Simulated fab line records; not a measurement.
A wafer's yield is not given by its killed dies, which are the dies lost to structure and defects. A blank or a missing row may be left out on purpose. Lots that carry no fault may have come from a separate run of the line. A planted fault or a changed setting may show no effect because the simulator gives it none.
fab line records ; flow rit_cmos
record lots=14; wafers=42; last_day=7
route steps=202 shown FOX2@24 NWELL@34 PWELL@47 M1@202
lots that met no fault: from a run of the same line without faults
start_h: the number of hours between the record's first day and the start of the first shown wafer of the lot ; wait_h: how many hours have passed since the lot's step before this one ; " identical to the entry in the row above ; L1.1+2: several wafers, shown together as one row ; - no value present, or no start provided ; * or withheld: withheld ; < > ~ a bound
route shown NAME@n: a module of which the file shows steps, and the number in the route of the first ; usual: mean/standard deviation of fault-free wafers ; same: alike in all rows ; chamber/n: place in a boat ; sites: per-site readings ; _std_site: how widely they spread, as a standard deviation ; _edge_site: the outer-site mean with the inner-site mean subtracted ; radius_mm: for every site, how far away it sits from the centre of the wafer ; mask NAME#n: copy n ; behind: tool/chamber where the wafer was last shaped ; hold: why the lot was held/for how many hours/how that ended ; device: transistor that didn't switch, given as n, p or np ; end of line: tests of these same wafers at the route's end ; step lacking rows: just its recipe ; killed: at the first sort, the dies lost to defects and structure; wafer yield is something else ; map: shows each die of a wafer: x if killed, . if not, _ if none is there
set.NAME: setting as actually run; set.NAME@STEP: the setting as run at that earlier step ; model.NAME: the simulator's own value behind a step, which no gauge read
route steps across a sampled set of lots; one table per step, one row per wafer
services: from which hour (start_h, from the record's first day; less than 0 if before it) a tool's chamber was out of use, for how many hours, and why
## steps
# step RIT_FOX2_THK_MEAS_01
# recipe reads=SiO2_of_FOX2_OXIDATION_00
# usual FOX2_OXIDE_THK=352/6.2
lot.wafer;tool;chamber;start_h;wait_h;FOX2_OXIDE_THK[nm]
L283.2;film_metro-01;-;19.96;0.0;359
L283.3;film_metro-01;-;19.96;0.0;353
L283.6;film_metro-01;-;19.96;0.0;353
L284.2;film_metro-01;-;24.32;0.0;341
L284.3;film_metro-01;-;24.32;0.0;340
L284.4;film_metro-01;-;24.32;0.0;345
L285.1;film_metro-04;-;29.46;0.0;346
L285.2;film_metro-04;-;29.46;0.0;353
L285.3;film_metro-04;-;29.46;0.0;351
L286.2;film_metro-01;-;35.93;0.0;341
L286.3;film_metro-01;-;35.93;0.0;351
L286.5;film_metro-01;-;35.93;0.0;348
L287.2;film_metro-01;-;39.16;0.0;352
L287.3;film_metro-01;-;39.16;0.0;356
L287.6;film_metro-01;-;39.16;0.0;355
L288.3;film_metro-01;-;44.32;0.0;351
L288.4;film_metro-01;-;44.32;0.0;350
L288.6;film_metro-01;-;44.32;0.0;355
L291.1;film_metro-01;-;60.81;0.0;339
L291.4;film_metro-01;-;60.81;0.0;333
L291.6;film_metro-01;-;60.81;0.0;339
L292.4;film_metro-01;-;65.52;0.0;343
L292.5;film_metro-01;-;65.52;0.0;355
L292.6;film_metro-01;-;65.52;0.0;356
L293.3;film_metro-04;-;68.73;0.0;352
L293.4;film_metro-04;-;68.73;0.0;350
L293.6;film_metro-04;-;68.73;0.0;349
L294.1;film_metro-01;-;74.56;0.0;347
L294.2;film_metro-01;-;74.56;0.0;355
L294.5;film_metro-01;-;74.56;0.0;348
L299.1;film_metro-04;-;98.43;0.0;358
L299.2;film_metro-04;-;98.43;0.0;353
L299.5;film_metro-04;-;98.43;0.0;355
L300.1;film_metro-03;-;104.27;0.0;356
L300.4;film_metro-03;-;104.27;0.0;357
L300.6;film_metro-03;-;104.27;0.0;357
L304.4;film_metro-01;-;124.07;0.0;358
L304.5;film_metro-01;-;124.07;0.0;366
L304.6;film_metro-01;-;124.07;0.0;361
L306.2;film_metro-03;-;133.39;0.0;357
L306.3;film_metro-03;-;133.39;0.0;350
L306.4;film_metro-03;-;133.39;0.0;349
# step RIT_NWELL_OVL_MEAS_06
# usual NWELL_OVL=1.2/1.4
lot.wafer;tool;chamber;start_h;wait_h;NWELL_OVL[nm]
L283.2;overlay-02;-;21.91;-;2.0
L283.3;overlay-02;-;21.91;-;0.1
L283.6;overlay-02;-;21.91;-;0.8
L284.2;overlay-02;-;26.25;-;2.2
L284.3;overlay-02;-;26.25;-;0.9
L284.4;overlay-02;-;26.25;-;0.2
L285.1;overlay-02;-;31.31;-;1.7
L285.2;overlay-02;-;31.31;-;2.0
L285.3;overlay-02;-;31.31;-;0.6
L286.2;overlay-02;-;37.86;-;0.3
L286.3;overlay-02;-;37.86;-;-1.2
L286.5;overlay-02;-;37.86;-;0.1
L287.2;overlay-02;-;41.10;-;2.0
L287.3;overlay-02;-;41.10;-;-0.5
L287.6;overlay-02;-;41.10;-;-0.5
L288.3;overlay-02;-;46.26;-;2.0
L288.4;overlay-02;-;46.26;-;0.3
L288.6;overlay-02;-;46.26;-;2.4
L291.1;overlay-01;-;62.75;-;0.1
L291.4;overlay-01;-;62.75;-;0.4
L291.6;overlay-01;-;62.75;-;1.7
L292.4;overlay-01;-;67.40;-;3.6
L292.5;overlay-01;-;67.40;-;4.2
L292.6;overlay-01;-;67.40;-;3.0
L293.3;overlay-02;-;70.81;-;1.5
L293.4;overlay-02;-;70.81;-;-0.3
L293.6;overlay-02;-;70.81;-;1.3
L294.1;overlay-01;-;76.51;-;2.5
L294.2;overlay-01;-;76.51;-;4.0
L294.5;overlay-01;-;76.51;-;2.4
L299.1;overlay-01;-;100.40;-;3.5
L299.2;overlay-01;-;100.40;-;1.1
L299.5;overlay-01;-;100.40;-;0.4
L300.1;overlay-01;-;106.35;-;2.6
L300.4;overlay-01;-;106.35;-;-1.3
L300.6;overlay-01;-;106.35;-;0.9
L304.4;overlay-01;-;125.94;-;0.9
L304.5;overlay-01;-;125.94;-;1.6
L304.6;overlay-01;-;125.94;-;1.1
L306.2;overlay-01;-;135.21;-;4.5
L306.3;overlay-01;-;135.21;-;2.5
L306.4;overlay-01;-;135.21;-;3.2
# step RIT_NWELL_STRIP_09
# recipe chemistry=O2; time_s=180; resist=NOVOLAK; platen_temp_c=withheld; power_w=500; pressure_mtorr=4000; o2_flow_sccm=4000
# usual drypump_motor_current_A=5.4/0.42
lot.wafer;tool;chamber;start_h;wait_h;drypump_motor_current_A;rf_hours_counter_h
L283.2;plasma_asher-03;1;22.34;0.1;5.1;22
L283.3;plasma_asher-03;0;22.34;0.1;6.1;-
L283.6;plasma_asher-03;1;22.34;0.1;5.1;-
L284.2;plasma_asher-03;0;26.68;0.1;6.1;22
L284.3;plasma_asher-03;0;26.68;0.1;6.1;-
L284.4;plasma_asher-03;1;26.68;0.1;5.0;-
L285.1;plasma_asher-02;1;31.75;0.1;4.9;36
L285.2;plasma_asher-02;0;31.75;0.1;5.8;36
L285.3;plasma_asher-02;1;31.75;0.1;4.9;-
L286.2;plasma_asher-02;0;38.29;0.1;5.9;36
L286.3;plasma_asher-02;0;38.29;0.1;5.8;-
L286.5;plasma_asher-02;0;38.29;0.1;5.8;-
L287.2;plasma_asher-03;1;41.53;0.1;5.1;24
L287.3;plasma_asher-03;1;41.53;0.1;5.1;-
L287.6;plasma_asher-03;0;41.53;0.1;6.1;-
L288.3;plasma_asher-02;0;46.74;0.1;5.9;-
L288.4;plasma_asher-02;1;46.74;0.1;4.9;-
L288.6;plasma_asher-02;0;46.74;0.1;5.9;-
L291.1;plasma_asher-04;1;63.19;0.1;5.2;43
L291.4;plasma_asher-04;1;63.19;0.1;5.2;-
L291.6;plasma_asher-04;0;63.19;0.1;5.6;-
L292.4;plasma_asher-04;0;67.88;0.1;5.6;-
L292.5;plasma_asher-04;1;67.88;0.1;5.3;-
L292.6;plasma_asher-04;0;67.88;0.1;5.6;-
L293.3;plasma_asher-04;1;71.29;0.1;5.2;-
L293.4;plasma_asher-04;0;71.29;0.1;5.6;-
L293.6;plasma_asher-04;0;71.29;0.1;5.6;-
L294.1;plasma_asher-02;0;76.95;0.1;5.9;41
L294.2;plasma_asher-02;1;76.95;0.1;4.9;41
L294.5;plasma_asher-02;1;76.95;0.1;4.9;-
L299.1;plasma_asher-02;0;100.83;0.1;5.9;44
L299.2;plasma_asher-02;1;100.83;0.1;4.9;44
L299.5;plasma_asher-02;1;100.83;0.1;4.9;-
L300.1;plasma_asher-04;0;106.78;0.1;5.6;47
L300.4;plasma_asher-04;1;106.78;0.1;5.3;-
L300.6;plasma_asher-04;0;106.78;0.1;5.6;-
L304.4;plasma_asher-02;1;126.42;0.1;4.9;-
L304.5;plasma_asher-02;0;126.42;0.1;5.8;-
L304.6;plasma_asher-02;1;126.42;0.1;4.9;-
L306.2;plasma_asher-04;1;135.64;0.1;5.2;2
L306.3;plasma_asher-04;0;135.64;0.1;5.6;-
L306.4;plasma_asher-04;1;135.64;0.1;5.3;-
# step RIT_PWELL_IMPLANT_08
# recipe species=B; energy_kev=170; dose_cm2=7e+13; tilt_deg=7
# usual dose_ions_cm2=6.998e+13/7.4e+10; faraday_current_uA=222/4.4
lot.wafer;tool;chamber;start_h;wait_h;dose_ions_cm2;faraday_current_uA
L283.2;implanter-02;0;23.82;0.2;7.001e+13;225
L283.3;implanter-02;0;23.82;0.2;6.999e+13;217
L283.6;implanter-02;0;23.82;0.2;6.994e+13;224
L284.2;implanter-03;0;28.23;0.2;7e+13;225
L284.3;implanter-03;0;28.23;0.2;6.996e+13;221
L284.4;implanter-03;0;28.23;0.2;7.003e+13;224
L285.1;implanter-02;0;33.15;0.2;7.011e+13;237
L285.2;implanter-02;0;33.15;0.2;7.002e+13;222
L285.3;implanter-02;0;33.15;0.2;7.003e+13;219
L286.2;implanter-01;0;39.89;0.2;7.008e+13;220
L286.3;implanter-01;0;39.89;0.2;6.998e+13;233
L286.5;implanter-01;0;39.89;0.2;7.004e+13;225
L287.2;implanter-01;0;43.08;0.2;6.991e+13;228
L287.3;implanter-01;0;43.08;0.2;6.993e+13;224
L287.6;implanter-01;0;43.08;0.2;6.986e+13;225
L288.3;implanter-03;0;48.26;0.2;7.001e+13;216
L288.4;implanter-03;0;48.26;0.2;6.987e+13;228
L288.6;implanter-03;0;48.26;0.2;7.006e+13;220
L291.1;implanter-02;0;64.59;0.2;7.001e+13;215
L291.4;implanter-02;0;64.59;0.2;7.005e+13;227
L291.6;implanter-02;0;64.59;0.2;7.001e+13;224
L292.4;implanter-03;0;69.43;0.2;7.001e+13;228
L292.5;implanter-03;0;69.43;0.2;6.994e+13;218
L292.6;implanter-03;0;69.43;0.2;6.997e+13;223
L293.3;implanter-02;0;72.68;0.2;6.995e+13;224
L293.4;implanter-02;0;72.68;0.2;6.989e+13;221
L293.6;implanter-02;0;72.68;0.2;7.01e+13;222
L294.1;implanter-02;0;78.48;0.2;6.981e+13;226
L294.2;implanter-02;0;78.48;0.2;6.994e+13;225
L294.5;implanter-02;0;78.48;0.2;6.989e+13;223
L299.1;implanter-02;0;102.23;0.2;6.65e+13;210
L299.2;implanter-02;0;102.23;0.2;6.651e+13;210
L299.5;implanter-02;0;102.23;0.2;6.649e+13;213
L300.1;implanter-02;0;108.31;0.2;6.637e+13;216
L300.4;implanter-02;0;108.31;0.2;6.636e+13;204
L300.6;implanter-02;0;108.31;0.2;6.641e+13;206
L304.4;implanter-03;0;127.96;0.2;7.001e+13;227
L304.5;implanter-03;0;127.96;0.2;6.993e+13;218
L304.6;implanter-03;0;127.96;0.2;7e+13;222
L306.2;implanter-03;0;137.06;0.2;7.006e+13;221
L306.3;implanter-03;0;137.06;0.2;7.005e+13;215
L306.4;implanter-03;0;137.06;0.2;7.002e+13;220
# step RIT_WELLDRIVE_RS_MEAS_02
# recipe thk_meas_gauge=four-point-probe
# usual PWELL_RS=430.1/1.4
lot.wafer;tool;chamber;start_h;wait_h;PWELL_RS[ohm/sq]
L283.2;film_metro-01;-;29.53;0.1;430.6
L283.3;film_metro-01;-;29.53;0.1;430.7
L283.6;film_metro-01;-;29.53;0.1;430.8
L284.2;film_metro-01;-;33.81;0.1;429.0
L284.3;film_metro-01;-;33.81;0.1;429.8
L284.4;film_metro-01;-;33.81;0.1;429.1
L285.1;film_metro-01;-;38.74;0.1;429.4
L285.2;film_metro-01;-;38.74;0.1;429.4
L285.3;film_metro-01;-;38.74;0.1;429.2
L286.2;film_metro-02;-;45.47;0.1;430.3
L286.3;film_metro-02;-;45.47;0.1;430.1
L286.5;film_metro-02;-;45.47;0.1;432.3
L287.2;film_metro-04;-;48.99;0.1;431.0
L287.3;film_metro-04;-;48.99;0.1;430.1
L287.6;film_metro-04;-;48.99;0.1;431.0
L288.3;film_metro-02;-;53.83;0.1;431.5
L288.4;film_metro-02;-;53.83;0.1;431.5
L288.6;film_metro-02;-;53.83;0.1;431.7
L291.1;film_metro-01;-;71.71;0.1;431.2
L291.4;film_metro-01;-;71.71;0.1;429.7
L291.6;film_metro-01;-;71.71;0.1;430.8
L292.4;film_metro-04;-;75.00;0.1;427.2
L292.5;film_metro-04;-;75.00;0.1;426.7
L292.6;film_metro-04;-;75.00;0.1;427.7
L293.3;film_metro-02;-;78.30;0.1;433.2
L293.4;film_metro-02;-;78.30;0.1;432.9
L293.6;film_metro-02;-;78.30;0.1;432.9
L294.1;film_metro-02;-;85.43;0.1;433.0
L294.2;film_metro-02;-;85.43;0.1;432.6
L294.5;film_metro-02;-;85.43;0.1;433.1
L299.1;film_metro-04;-;107.82;0.1;445.3
L299.2;film_metro-04;-;107.82;0.1;443.4
L299.5;film_metro-04;-;107.82;0.1;443.5
L300.1;film_metro-04;-;113.90;0.1;443.5
L300.4;film_metro-04;-;113.90;0.1;443.5
L300.6;film_metro-04;-;113.90;0.1;444.6
L304.4;film_metro-02;-;133.53;0.1;430.7
L304.5;film_metro-02;-;133.53;0.1;429.7
L304.6;film_metro-02;-;133.53;0.1;430.5
L306.2;film_metro-04;-;143.90;0.1;427.1
L306.3;film_metro-04;-;143.90;0.1;428.6
L306.4;film_metro-04;-;143.90;0.1;428.0
# step RIT_M1_PROBE_99
# usual killed_at_M0_to_M3=0.0/0.12; killed_at_contacts=0.1/0.29; killed_at_front_end=6/3; killed_dies=7/3.1; killed_open=3.2/1.9; killed_short=3.3/1.9
# same gross_dies=264; killed_at_M4_up=0; killed_at_back_side=0; killed_at_other=0
lot.wafer;tool;chamber;start_h;wait_h;killed_at_M0_to_M3;killed_at_contacts;killed_at_front_end;killed_dies;killed_open;killed_short
L283.2;prober-01;-;60.99;0.1;0;1;5;6;3;3
L283.3;prober-01;-;61.04;0.2;0;0;3;3;2;1
L283.6;prober-01;-;61.19;0.2;0;0;6;6;3;3
L284.2;prober-02;-;68.89;0.1;0;0;14;14;7;7
L284.3;prober-02;-;68.94;0.2;0;0;18;18;10;8
L284.4;prober-02;-;68.99;0.2;0;0;15;15;6;9
L286.2;prober-01;-;77.40;0.1;1;0;7;8;3;4
L286.3;prober-01;-;77.45;0.2;0;0;6;6;2;4
L286.5;prober-01;-;77.55;0.2;0;0;10;10;3;7
L285.1;prober-02;-;78.85;0.1;0;0;8;8;0;8
L285.2;prober-02;-;78.90;0.1;0;0;6;6;4;2
L285.3;prober-02;-;78.95;0.2;0;0;5;5;4;1
L287.2;prober-01;-;80.40;0.1;0;0;2;2;2;0
L287.3;prober-01;-;80.45;0.2;0;0;7;7;5;2
L287.6;prober-01;-;80.60;0.2;0;1;9;10;6;4
L288.3;prober-02;-;84.83;0.2;0;0;6;6;3;3
L288.4;prober-02;-;84.88;0.2;0;0;4;4;0;4
L288.6;prober-02;-;84.98;0.2;0;0;7;7;2;5
L291.1;prober-02;-;101.11;0.1;0;0;6;6;3;3
L291.4;prober-02;-;101.26;0.2;0;0;2;2;2;0
L291.6;prober-02;-;101.36;0.2;0;0;4;4;2;2
L292.4;prober-01;-;107.07;0.2;0;0;3;3;2;1
L292.5;prober-01;-;107.12;0.2;0;0;6;6;2;4
L292.6;prober-01;-;107.17;0.2;0;0;5;5;3;2
L293.3;prober-02;-;108.86;0.2;0;0;2;2;2;0
L293.4;prober-02;-;108.91;0.2;0;0;7;7;3;4
L293.6;prober-02;-;109.01;0.2;0;0;5;5;2;3
L294.1;prober-01;-;116.13;0.1;0;0;6;6;4;2
L294.2;prober-01;-;116.18;0.1;0;0;8;8;4;4
L294.5;prober-01;-;116.33;0.2;0;0;12;12;7;5
L299.1;prober-02;-;137.21;0.1;0;0;3;3;2;1
L299.2;prober-02;-;137.26;0.1;0;0;5;5;3;2
L299.5;prober-02;-;137.41;0.2;0;0;4;4;3;1
L300.1;prober-01;-;145.22;0.1;0;0;6;6;4;2
L300.4;prober-01;-;145.37;0.2;0;0;6;6;1;5
L300.6;prober-01;-;145.47;0.2;0;0;2;2;0;2
L304.4;prober-01;-;162.98;0.2;0;0;9;9;3;6
L304.5;prober-01;-;163.03;0.2;0;1;2;3;3;0
L304.6;prober-01;-;163.08;0.2;0;0;7;7;4;3
L306.2;prober-02;-;172.17;0.1;0;0;6;6;3;3
L306.3;prober-02;-;172.22;0.2;0;0;9;9;3;6
L306.4;prober-02;-;172.27;0.2;0;0;3;3;2;1
# killed by level:class
L283.2 GATE:geometric_particle:short=2 GATE:geometric_particle:open=2 SPACER:geometric_particle:open=1 CONTACT:geometric_particle:short=1
L283.3 SPACER:geometric_particle:open=2 GATE:geometric_particle:short=1
L283.6 GATE:geometric_particle:open=3 FOX2:geometric_particle:short=1 GATE:geometric_particle:short=1 SPACER:geometric_particle:short=1
L284.2 SPACER:geometric_particle:short=4 FOX1:geometric_particle:open=2 FOX1:geometric_particle:short=2 GATE:geometric_particle:open=2 SPACER:geometric_particle:open=2 GATE:geometric_particle:short=1 SILICIDE:geometric_particle:open=1
L284.3 SPACER:geometric_particle:short=4 SPACER:geometric_particle:open=4 GATE:geometric_particle:open=3 FOX1:geometric_particle:open=2 FOX2:geometric_particle:short=2 GATE:geometric_particle:short=2 FOX2:geometric_particle:open=1
L284.4 GATE:geometric_particle:short=6 GATE:geometric_particle:open=4 SPACER:geometric_particle:short=3 FOX2:geometric_particle:open=1 SPACER:geometric_particle:open=1
L286.2 REOX:geometric_particle:short=2 FOX2:geometric_particle:short=1 GATE:geometric_particle:short=1 GATE:geometric_particle:open=1 REOX:geometric_particle:open=1 SPACER:geometric_particle:open=1 M1:coat_microbubble_printed=1
L286.3 FOX1:geometric_particle:short=3 FOX2:geometric_particle:open=1 GATE:geometric_particle:short=1 REOX:geometric_particle:open=1
L286.5 FOX1:geometric_particle:short=4 FOX1:geometric_particle:open=2 SPACER:geometric_particle:short=2 GATE:geometric_particle:short=1 SILICIDE:geometric_particle:open=1
L285.1 GATE:geometric_particle:short=3 SILICIDE:geometric_particle:short=3 FOX1:geometric_particle:short=1 REOX:geometric_particle:short=1
L285.2 REOX:geometric_particle:short=2 REOX:geometric_particle:open=2 FOX1:geometric_particle:open=1 SPACER:geometric_particle:open=1
L285.3 FOX2:geometric_particle:open=1 GATE:geometric_particle:open=1 REOX:geometric_particle:open=1 SILICIDE:geometric_particle:short=1 SILICIDE:geometric_particle:open=1
L287.2 GATE:geometric_particle:open=1 SPACER:geometric_particle:open=1
L287.3 FOX1:geometric_particle:short=2 FOX1:geometric_particle:open=2 FOX2:geometric_particle:open=2 GATE:geometric_particle:open=1
L287.6 FOX2:geometric_particle:open=2 REOX:geometric_particle:short=2 FOX1:geometric_particle:short=1 FOX1:geometric_particle:open=1 FOX2:geometric_particle:short=1 SPACER:geometric_particle:open=1 SILICIDE:geometric_particle:open=1 CONTACT:geometric_particle:open=1
L288.3 GATE:geometric_particle:open=2 SPACER:geometric_particle:short=2 REOX:geometric_particle:short=1 SILICIDE:geometric_particle:open=1
L288.4 GATE:geometric_particle:short=1 REOX:geometric_particle:short=1 SPACER:geometric_particle:short=1 SILICIDE:geometric_particle:short=1
L288.6 GATE:geometric_particle:short=2 GATE:geometric_particle:open=1 REOX:geometric_particle:short=1 SPACER:geometric_particle:short=1 SPACER:geometric_particle:open=1 SILICIDE:geometric_particle:short=1
L291.1 FOX1:geometric_particle:open=2 FOX1:geometric_particle:short=1 GATE:geometric_particle:short=1 SPACER:geometric_particle:short=1 SILICIDE:geometric_particle:open=1
L291.4 FOX1:geometric_particle:open=1 FOX2:geometric_particle:open=1
L291.6 GATE:geometric_particle:short=2 REOX:geometric_particle:open=1 SPACER:geometric_particle:open=1
L292.4 ACTIVE:geometric_particle:open=1 FOX1:geometric_particle:open=1 REOX:geometric_particle:short=1
L292.5 SILICIDE:geometric_particle:short=3 FOX1:geometric_particle:open=1 REOX:geometric_particle:short=1 SILICIDE:geometric_particle:open=1
L292.6 FOX1:geometric_particle:open=1 GATE:geometric_particle:open=1 GATE:geometric_particle:short=1 SPACER:geometric_particle:short=1 SPACER:geometric_particle:open=1
L293.3 SPACER:geometric_particle:open=2
L293.4 FOX1:geometric_particle:open=2 SPACER:geometric_particle:short=2 FOX1:geometric_particle:short=1 FOX2:geometric_particle:short=1 GATE:geometric_particle:open=1
L293.6 GATE:geometric_particle:open=1 REOX:geometric_particle:open=1 REOX:geometric_particle:short=1 SPACER:geometric_particle:short=1 SILICIDE:geometric_particle:short=1
L294.1 FOX1:geometric_particle:short=2 REOX:geometric_particle:open=2 GATE:geometric_particle:open=1 SILICIDE:geometric_particle:open=1
L294.2 GATE:geometric_particle:short=2 REOX:geometric_particle:short=2 FOX1:geometric_particle:open=1 GATE:geometric_particle:open=1 SILICIDE:geometric_particle:open=1 REOX:geometric_particle:open=1
L294.5 REOX:geometric_particle:short=3 SPACER:geometric_particle:open=3 FOX1:geometric_particle:open=1 GATE:geometric_particle:open=1 GATE:geometric_particle:short=1 REOX:geometric_particle:open=1 SILICIDE:geometric_particle:short=1 SILICIDE:geometric_particle:open=1
L299.1 FOX1:geometric_particle:short=1 GATE:geometric_particle:open=1 SILICIDE:geometric_particle:open=1
L299.2 FOX1:geometric_particle:open=2 FOX1:geometric_particle:short=1 GATE:geometric_particle:short=1 SPACER:geometric_particle:open=1
L299.5 FOX1:geometric_particle:open=1 GATE:geometric_particle:open=1 SILICIDE:geometric_particle:short=1 SILICIDE:geometric_particle:open=1
L300.1 FOX1:geometric_particle:short=1 FOX1:geometric_particle:open=1 GATE:geometric_particle:open=1 REOX:geometric_particle:open=1 REOX:geometric_particle:short=1 SPACER:geometric_particle:open=1
L300.4 GATE:geometric_particle:short=3 REOX:geometric_particle:short=2 FOX1:geometric_particle:open=1
L300.6 FOX1:geometric_particle:short=1 SILICIDE:geometric_particle:short=1
L304.4 REOX:geometric_particle:short=3 SILICIDE:geometric_particle:open=3 FOX2:geometric_particle:short=1 GATE:geometric_particle:short=1 SILICIDE:geometric_particle:short=1
L304.5 REOX:geometric_particle:open=2 CONTACT:geometric_particle:open=1
L304.6 GATE:geometric_particle:open=3 GATE:geometric_particle:short=2 REOX:geometric_particle:open=1 SPACER:geometric_particle:short=1
L306.2 REOX:geometric_particle:open=2 FOX1:geometric_particle:short=1 GATE:geometric_particle:open=1 GATE:geometric_particle:short=1 REOX:geometric_particle:short=1
L306.3 GATE:geometric_particle:short=4 SPACER:geometric_particle:open=2 GATE:geometric_particle:open=1 SPACER:geometric_particle:short=1 SILICIDE:geometric_particle:short=1
L306.4 FOX2:geometric_particle:open=1 REOX:geometric_particle:open=1 SPACER:geometric_particle:short=1
## services
tool;chamber;start_h;hours;kind
implanter-01;-;28.47;3.4;pm
implanter-03;-;29.82;17.5;repair
implanter-02;-;67.11;4.9;repair
implanter-03;-;90.17;6.3;repair
plasma_asher-04;-;108.75;9.0;pm
plasma_asher-04;0;108.75;9.0;vent_cycle
plasma_asher-04;1;108.75;9.0;vent_cycle
plasma_asher-04;0;117.75;-;clean
plasma_asher-04;1;117.75;-;clean
## key
first_sign step=RIT_PWELL_IMPLANT_08; reading=dose_ions_cm2; direction=down; sigmas=48; usual=6.998e+13; struck=6.644e+13
effect step=RIT_PWELL_IMPLANT_08; reading=faraday_current_uA; direction=down; sigmas=2.9; usual=222; struck=210
effect step=RIT_WELLDRIVE_RS_MEAS_02; reading=PWELL_RS; direction=up; sigmas=9.5; usual=430.1; struck=443.9
met_at RIT_PWELL_IMPLANT_08
struck_lots L299,L300
tester_left_out L299,L300
not_acting_at RIT_FOX2_THK_MEAS_01,RIT_NWELL_OVL_MEAS_06,RIT_NWELL_STRIP_09
onset_between 78.48 102.23
fault kind=process_parameter_drift; tool=implanter-02; chamber=-; onset_h=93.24; steps=RIT_PWELL_IMPLANT_08; channel=dose_cm2; offset=-3.5e+12; shape=step; end_h=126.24; acts_in=these_recipes_only; stated=7e+13
# tester_left_out: of these lots the tester's yield and bins aren't shown, on N5 and GAA mostly nor the transistor test; their killed dies are dies lost to structure and defects alone, not to doping, threshold or leakage, so they don't give the yield
